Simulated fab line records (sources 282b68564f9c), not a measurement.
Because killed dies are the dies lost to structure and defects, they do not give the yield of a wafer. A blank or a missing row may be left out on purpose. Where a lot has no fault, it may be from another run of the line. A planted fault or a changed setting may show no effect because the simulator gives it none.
Comparing a struck lot with a sound one / flow rit cmos / 43 steps out of a route of 202
Sound: these wafers, L313.1, L313.4, L313.5. Struck: wafers L325.2, L325.3, L325.6. Last of all comes the cause.
Each step with rows lists, per side, the tool, then ch with its chambers, then its first start. Under that, the readings that differ: sound wafers / struck wafers / difference of the means / sigmas: that difference in standard deviations of wafers without a fault.
alike: words and numbers the same on both sides, and readings whose means are apart by under 2 such deviations; not compared: readings that were withheld, readings missing a value for some wafer, numbers with overlapping values and no deviation given by the record, and bounds like >300 which may hide the same value.
Wherever a step has rows on one side only, a row that says differs or no value, or a row with sigmas, the two part there. When numbers do not overlap yet have no deviation, they are printed without sigmas and do not part them. Lack of a reading on every wafer of one side parts them only where that side has two or more wafers.

RIT_SDANNEAL_RTA_03: time 5 s.
  sound on rtp anneal-01 ch 0, day 4 05:56; struck on rtp anneal-01 ch 0, day 6 13:25
reading=wafer_temp_C_max; sound=1056.6 1056.5 1054.7; struck=1051.8 1051.3 1053.3; difference=-3.8; sigmas=-3
RIT_SDANNEAL_RS_MEAS_04: the measuring method here is four-point-probe.
  sound on film metro-04 at day 4 06:00; struck on film metro-03 at day 6 13:29
  alike: PSD_RS
RIT_SDANNEAL_RS_MEAS_05: the measuring method here is four-point-probe.
  sound on film metro-04 at day 4 06:07; struck on film metro-03 at day 6 13:37
  alike: NSD_RS
RIT_SDANNEAL_RS_MEAS_06: the measuring method here is four-point-probe.
  sound on film metro-04 at day 4 06:14; struck on film metro-03 at day 6 13:44
  alike: PLDD_RS
RIT_SDANNEAL_RS_MEAS_07: the measuring method here is four-point-probe.
  sound on film metro-04 at day 4 06:22; struck on film metro-03 at day 6 13:51
  alike: NLDD_RS
then, 1 step without rows for these wafers: RIT_SILICIDE_WET_ETCH_00 (etches SiO2 in BOE, target depth 14 nm, time 15 s).
RIT_SILICIDE_SPUTTER_01: material Ti, target thk 30 nm, time 240 s.
  sound on pvd sputter-03 at day 4 06:29; struck on pvd sputter-02 at day 6 13:58
  alike: throttle valve pct
RIT_SILICIDE_RS_MEAS_02: the measuring method here is four-point-probe.
  sound on film metro-03 at day 4 06:38; struck on film metro-01 at day 6 14:09
  alike: SILICIDE_TI_RS
RIT_SILICIDE_THK_MEAS_03: measures by xrf.
  sound on film metro-03 at day 4 06:46; struck on film metro-01 at day 6 14:16
  alike: SILICIDE_TI_THK
RIT_SILICIDE_RTA_04: time 10 s, ramp up 5 s, ramp down 5 s.
  sound on rtp anneal-02 ch 0, day 4 06:49; struck on rtp anneal-02 ch 0, day 6 14:19
  alike: wafer_temp_C_max
then, 1 step without rows for these wafers: RIT_SILICIDE_WET_ETCH_05 (etches Ti in SPM, time 120 s).
RIT_SILICIDE_RTA_06: time 10 s, ramp up 5 s, ramp down 10 s.
  sound on rtp anneal-01 ch 0, day 4 06:56; struck on rtp anneal-01 ch 0, day 6 14:26
  alike: wafer_temp_C_max
RIT_CONTACT_CVD_00: deposits SiO2 from TEOS, target thk 400 nm, time 61 s.
  sound on pecvd-03 ch 0,2, day 4 06:59; struck on pecvd-03 ch 0,1,2, day 6 14:29
reading=model.SiO2_of_CONTACT_CVD_00.thk nm (nm); sound=386.5 391.3 392.2; struck=343.5 343.8 353.8; difference=-43.0; sigmas=
  alike: heater power w
RIT_CONTACT_THK_MEAS_01:
  sound on film metro-04 at day 4 07:02; struck on film metro-04 at day 6 14:32
reading=CONTACT_TEOS_THK (nm); sound=386 391 392; struck=343 344 354; difference=-43; sigmas=-8
then, 6 steps without rows for these wafers: RIT_CONTACT_HMDS_02 (prime time 60 s); RIT_CONTACT_COAT_03 (resist thk 1000 nm); RIT_CONTACT_SOFTBAKE_04 (time 60 s); RIT_CONTACT_EXPOSE_05 (exposes mask M11, target cd 1000 nm); RIT_CONTACT_PEB_06; RIT_CONTACT_DEVELOP_07 (develop time 120 s).
RIT_CONTACT_CD_MEAS_08: the cd target is 1000 nm.
  sound on cd sem-02 at day 4 08:12; struck on cd sem-01 at day 6 15:43
  alike: cd nm
RIT_CONTACT_OVL_MEAS_09:
  sound on overlay-01 at day 4 08:19; struck on overlay-01 at day 6 15:49
  alike: CONTACT_OVL
then, 1 step without rows for these wafers: RIT_CONTACT_HARDBAKE_10 (time 60 s).
RIT_CONTACT_ETCH_11: etches SiO2 in CHF3/CF4/Ar, stops on TiSi2, target depth 480 nm, time 320 s.
  sound on rie diel-01 ch 0,2, day 4 08:30; struck on rie diel-04 ch 0,1,3, day 6 15:59
reading=model.etch.depth nm (nm); sound=386.5 391.3 392.2; struck=343.5 343.8 353.8; difference=-43.0; sigmas=
reading=model.CONTACT.feature depth nm (nm); sound=386.5 391.3 392.2; struck=343.5 343.8 353.8; difference=-43.0; sigmas=
  alike: CHF3_flow_sccm, drypump motor current A, oes product au, throttle valve pct
  not compared: rf hours counter h
then, 1 step without rows for these wafers: RIT_CONTACT_STRIP_12 (strips in O2, time 180 s).
RIT_CONTACT_CD_MEAS_90: the cd target is 1000 nm.
  sound on cd sem-02 at day 4 08:52; struck on cd sem-01 at day 6 16:23
  alike: cd nm
then, 2 steps without rows for these wafers: RIT_CONTACT_CLEAN_13 (cleans in SC1, time 600 s); RIT_CONTACT_CLEAN_14 (cleans in SC2, time 600 s).
RIT_M1_SPUTTER_00: material Al, target thk 400 nm, time 500 s.
  sound on pvd sputter-02 at day 4 09:20; struck on pvd sputter-02 at day 6 16:50
  alike: throttle valve pct
RIT_M1_RS_MEAS_01: the measuring method here is four-point-probe.
  sound on film metro-04 at day 4 09:40; struck on film metro-04 at day 6 17:11
  alike: M1_AL_RS
RIT_M1_THK_MEAS_02: measures by xrf.
  sound on film metro-04 at day 4 09:47; struck on film metro-04 at day 6 17:17
  alike: M1_AL_THK
then, 6 steps without rows for these wafers: RIT_M1_HMDS_03 (prime time 60 s); RIT_M1_COAT_04 (resist thk 1300 nm); RIT_M1_SOFTBAKE_05 (time 60 s); RIT_M1_EXPOSE_06 (exposes mask M12, target cd 2600 nm); RIT_M1_PEB_07; RIT_M1_DEVELOP_08 (develop time 68 s).
RIT_M1_CD_MEAS_09: the cd target is 2600 nm.
  sound on cd sem-01 at day 4 10:44; struck on cd sem-01 at day 6 18:22
reading=cd nm (nm); sound=2604.2 2601.0 2603.0; struck=2599.0 2598.6 2597.4; difference=-4.4; sigmas=-2
RIT_M1_OVL_MEAS_10:
  sound on overlay-01 at day 4 10:51; struck on overlay-02 at day 6 18:28
  alike: M1_OVL
then, 1 step without rows for these wafers: RIT_M1_HARDBAKE_11 (time 120 s).
RIT_M1_METAL_ETCH_12: etches Al in Cl2/BCl3, stops on SiO2, time 165 s, target depth 600 nm.
  sound on rie metal-03 ch 0, day 4 11:08; struck on rie metal-03 ch 0, day 6 18:49
reading=model.SiO2_of_CONTACT_CVD_00.thk nm (nm); sound=351 355.8 356.6; struck=308.1 308.4 318.5; difference=-42.8; sigmas=
  alike: drypump motor current A, oes product au, throttle valve pct
  not compared: rf hours counter h
then, 1 step without rows for these wafers: RIT_M1_STRIP_13 (strips in nmp, time 600 s).
RIT_M1_PROBE_99:
  sound on prober-02 at day 4 13:25; struck on prober-02 at day 6 21:13
reading=model.etest.field p metal.vt v (V); sound=-28.75 -28.54 -28.27; struck=-26.18 -25.89 -26.75; difference=+2.25; sigmas=
reading=model.etest.nmos_0p15.junction log10 a um; sound=-13.52 -13.53 -13.6; struck=-13.02 -13.18 -13.35; difference=+0.37; sigmas=
reading=model.etest.nmos narrow.off log10 a um; sound=-13.14 -13.03 -13.17; struck=-12.84 -12.99 -12.96; difference=+0.18; sigmas=
reading=model.etest.antenna contact.vt shift v (V); sound=-0.01098 -0.00233 -0.009586; struck=-0.02427 -0.01609 -0.01891; difference=-0.01212; sigmas=
  alike: killed at front end, killed dies, killed open, killed short

== WHERE THEY PART ==
At RIT_SDANNEAL_RTA_03 first; at RIT_M1_CD_MEAS_09 last (within this record only). Later steps at which nothing parts them and some readings are alike: RIT_M1_OVL_MEAS_10, RIT_M1_METAL_ETCH_12, RIT_M1_PROBE_99.

WHY: what had been put in by the simulator
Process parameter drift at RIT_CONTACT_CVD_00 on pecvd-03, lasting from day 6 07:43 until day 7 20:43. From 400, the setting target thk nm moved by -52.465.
